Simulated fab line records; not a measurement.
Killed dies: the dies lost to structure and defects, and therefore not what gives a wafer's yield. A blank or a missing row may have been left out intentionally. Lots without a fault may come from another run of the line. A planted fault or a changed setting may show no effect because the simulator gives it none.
Split-lot experiment || flow berkeley-cmos170 || on a route of 331 steps: 5 lots, 23 wafers read

== THE SPLIT ITSELF ==
At UCB170_M2_METAL_ETCH_18 (etches Al in Cl2/BCl3, stops on SiO2, target depth 1170 nm, time 195 s), the setting time-s was moved away from the recipe's 195 s on 10 of the 23 wafers read, by -12.6% to +8.7%. The other wafers ran this setting at the recipe's value.

No step appears in the file between the split and the reading.

== THE READING ==
oes-product-au, in a.u., at UCB170_M2_STRIP_19 (strips in O2). A value of 0.550 a.u. with a standard deviation of 0.017 a.u. is what fault-free wafers of this fab line usually give.

{"wafer": "L078.1", "tool, chamber at the split": "rie-metal-02, 0,1,0", "time-s as run, s": 195, "against the recipe": "recipe", "oes-product-au, a.u.": 0.552, "against lot-mates on the recipe": "-"}
{"wafer": "L078.3", "tool, chamber at the split": "rie-metal-02, 0,1,0", "time-s as run, s": 195, "against the recipe": "recipe", "oes-product-au, a.u.": 0.535, "against lot-mates on the recipe": "-"}
{"wafer": "L078.4", "tool, chamber at the split": "rie-metal-02, 0,1,0", "time-s as run, s": 195, "against the recipe": "recipe", "oes-product-au, a.u.": 0.551, "against lot-mates on the recipe": "-"}
{"wafer": "L079.1", "tool, chamber at the split": "rie-metal-04, 1", "time-s as run, s": 170.5, "against the recipe": "-12.6%", "oes-product-au, a.u.": 0.633, "against lot-mates on the recipe": "+0.078"}
{"wafer": "L079.2", "tool, chamber at the split": "rie-metal-04, 0,1,0", "time-s as run, s": 195, "against the recipe": "recipe", "oes-product-au, a.u.": 0.557, "against lot-mates on the recipe": "-"}
{"wafer": "L079.4", "tool, chamber at the split": "rie-metal-04, 0,1,0", "time-s as run, s": 195, "against the recipe": "recipe", "oes-product-au, a.u.": 0.546, "against lot-mates on the recipe": "-"}
{"wafer": "L079.5", "tool, chamber at the split": "rie-metal-04, 0,1,0", "time-s as run, s": 195, "against the recipe": "recipe", "oes-product-au, a.u.": 0.561, "against lot-mates on the recipe": "-"}
{"wafer": "L079.6", "tool, chamber at the split": "rie-metal-04, 1", "time-s as run, s": 170.5, "against the recipe": "-12.6%", "oes-product-au, a.u.": 0.640, "against lot-mates on the recipe": "+0.085"}
{"wafer": "L083.1", "tool, chamber at the split": "rie-metal-02, 0,0,1", "time-s as run, s": 211.9, "against the recipe": "+8.7%", "oes-product-au, a.u.": 0.500, "against lot-mates on the recipe": -0.055}
{"wafer": "L083.3", "tool, chamber at the split": "rie-metal-02, 0,0,1", "time-s as run, s": 211.9, "against the recipe": "+8.7%", "oes-product-au, a.u.": 0.509, "against lot-mates on the recipe": -0.046}
{"wafer": "L083.4", "tool, chamber at the split": "rie-metal-02, 1,0", "time-s as run, s": 195, "against the recipe": "recipe", "oes-product-au, a.u.": 0.546, "against lot-mates on the recipe": "-"}
{"wafer": "L083.5", "tool, chamber at the split": "rie-metal-02, 1,0", "time-s as run, s": 195, "against the recipe": "recipe", "oes-product-au, a.u.": 0.564, "against lot-mates on the recipe": "-"}
{"wafer": "L083.6", "tool, chamber at the split": "rie-metal-02, 0,0,1", "time-s as run, s": 211.9, "against the recipe": "+8.7%", "oes-product-au, a.u.": 0.489, "against lot-mates on the recipe": -0.066}
{"wafer": "L081.1", "tool, chamber at the split": "rie-metal-03, 1,0", "time-s as run, s": 195, "against the recipe": "recipe", "oes-product-au, a.u.": 0.573, "against lot-mates on the recipe": "-"}
{"wafer": "L081.3", "tool, chamber at the split": "rie-metal-03, 1,0,1", "time-s as run, s": 207.8, "against the recipe": "+6.6%", "oes-product-au, a.u.": 0.522, "against lot-mates on the recipe": -0.021}
{"wafer": "L081.4", "tool, chamber at the split": "rie-metal-03, 1,0,1", "time-s as run, s": 207.8, "against the recipe": "+6.6%", "oes-product-au, a.u.": 0.465, "against lot-mates on the recipe": -0.078}
{"wafer": "L081.5", "tool, chamber at the split": "rie-metal-03, 1,0,1", "time-s as run, s": 207.8, "against the recipe": "+6.6%", "oes-product-au, a.u.": 0.512, "against lot-mates on the recipe": -0.031}
{"wafer": "L081.6", "tool, chamber at the split": "rie-metal-03, 1,0", "time-s as run, s": 195, "against the recipe": "recipe", "oes-product-au, a.u.": 0.514, "against lot-mates on the recipe": "-"}
{"wafer": "L085.1", "tool, chamber at the split": "rie-metal-04, 0", "time-s as run, s": 195, "against the recipe": "recipe", "oes-product-au, a.u.": 0.557, "against lot-mates on the recipe": "-"}
{"wafer": "L085.2", "tool, chamber at the split": "rie-metal-04, 0", "time-s as run, s": 203.5, "against the recipe": "+4.4%", "oes-product-au, a.u.": 0.530, "against lot-mates on the recipe": -0.021}
{"wafer": "L085.4", "tool, chamber at the split": "rie-metal-04, 0", "time-s as run, s": 203.5, "against the recipe": "+4.4%", "oes-product-au, a.u.": 0.513, "against lot-mates on the recipe": -0.038}
{"wafer": "L085.5", "tool, chamber at the split": "rie-metal-04, 0", "time-s as run, s": 195, "against the recipe": "recipe", "oes-product-au, a.u.": 0.551, "against lot-mates on the recipe": "-"}
{"wafer": "L085.6", "tool, chamber at the split": "rie-metal-04, 0", "time-s as run, s": 195, "against the recipe": "recipe", "oes-product-au, a.u.": 0.544, "against lot-mates on the recipe": "-"}
Rows listing several chambers each stand for several wafers; the file does not say which wafer went through which chamber.

FIT RESULTS
A straight line over all 23 wafers: oes-product-au changes by -0.0067 a.u. for each +1% of time-s; r = -0.93; the points scatter about the line by 0.016 a.u.
The same after taking each lot's own level away (the mean of its wafers on the recipe; 23 wafers): -0.00652 a.u. for each +1%; r = -0.93; scatter 0.015 a.u.
According to that fit, moving time-s by its largest amount changes the reading by 0.082 a.u.
Across the lots, their own levels run from 0.5435 to 0.5550 a.u., a range of 0.7 times the standard deviation given above.
The two slopes agree, so the slope changes little with the lot-to-lot level.
Check: for one of the wafers moved furthest among these (-12.6%), held out of the fit, the line's prediction against its lot-mates is +0.0835 a.u. Against them it came out at +0.0783 a.u.

== OTHER SPLITS APPLIED TO THESE WAFERS ==
Note: prior to the reading, these wafers also went through further splits. Each is held against what the fit with the lots' levels taken away leaves over:
{"other split on the same wafers": "UCB170_M2_EXPOSE_12 dose-mj", "wafers away from the commonest value": 8, "r with oes-product-au (lot level and that fit taken away)": -0.06}

== FILE'S OWN FIT ==
oes-product-au changes by -0.00653 a.u. for each +1% of time-s, r = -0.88.
